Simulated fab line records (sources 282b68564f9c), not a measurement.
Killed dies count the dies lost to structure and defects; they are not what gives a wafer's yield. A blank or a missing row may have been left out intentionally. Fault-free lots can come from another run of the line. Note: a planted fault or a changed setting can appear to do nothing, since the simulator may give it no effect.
Code-filled problem report in 8D (eight disciplines) form :: flow rit cmos :: the parts of the form that need people (team, actions taken, sign-off) are left out

## 1. PROBLEM STATEMENT
heater power total W at RIT_GATE_SOFTBAKE_12 reads a mean of 33.79 W on 9 wafers of 3 lots; wafers without a fault read 34.56 W with a standard deviation of 0.051. That is -15 standard deviations from the usual mean.
The step: time 60 s.
Seen first at day 5 05:19 on litho track-03, wafer L266.3. The record holds 39 wafers of 13 lots with a number at this step. Rule for "out" (also "out of limits"): further than 4 standard deviations from the usual mean. The rest of the wafers with a number are treated as sound.

## 2. WHAT IT IS, WHAT IT ISN'T
question: which readings at this step
is: heater power total W, plate temp C
is not: -

question: which lots
is: L266, L267, L269
is not: L254, L255, L256, L257, L258, L259, L270, L273, L274, L277

question: which wafers of those lots
is: all that have a number
is not: -

question: read on which tools
is: litho track-03
is not: litho track-01, litho track-02

question: when
is: from day 5 05:19
is not: up to then (18 sound wafers); but 12 sound wafers of L270, L273, L274, L277 came after

## 3. SUSPECTS, AND WHAT RULES EACH OUT
Counting: a tool stays on the suspect list if, at a process step up to the reading, it processed all lots that are out and no sound lot following the first of them.
- litho track-03 at RIT_GATE_SOFTBAKE_12 (time 60 s): kept. All lots that are out passed through it, beginning with L266 at day 5 05:19, and no sound lot followed; its final sound lot before that point was L255 at day 2 16:15. Out on those wafers are its own readings of heater power total W, plate temp C.
Remaining after the count: litho track-03 at RIT_GATE_SOFTBAKE_12.

## 4. THE CAUSE (what the simulator had put in)
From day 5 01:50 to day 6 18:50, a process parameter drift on litho track-03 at RIT_GATE_SOFTBAKE_12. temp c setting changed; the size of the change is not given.
After counting, this tool was the only one left.

## 5. THE CHAIN OF EFFECTS, in route order
One row per reading whose mean, taken over the struck wafers that have a number, lies over 3 standard deviations from the usual. Readings are gone through only where the record gives a usual standard deviation; hours: the median, over the lots, of the time from a lot's start at the first step in this table giving one to that lot's start at this step; sigmas: the change measured in usual standard deviations.
hours: 0
step: RIT_GATE_SOFTBAKE_12
reading: heater power total W
usual: 34.56 W
on struck wafers: 33.79
change: -0.77
sigmas: -15

hours: 0
step: RIT_GATE_SOFTBAKE_12
reading: plate temp C
usual: 89.99 C
on struck wafers: 88.54
change: -1.45
sigmas: -13
The process steps in it:
- RIT_GATE_SOFTBAKE_12: time 60 s.

## 6. WHAT WOULD HAVE CAUGHT IT SOONER
The fault began at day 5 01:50; the first out-of-limits reading in this record came at day 5 05:19, 3 hours later.
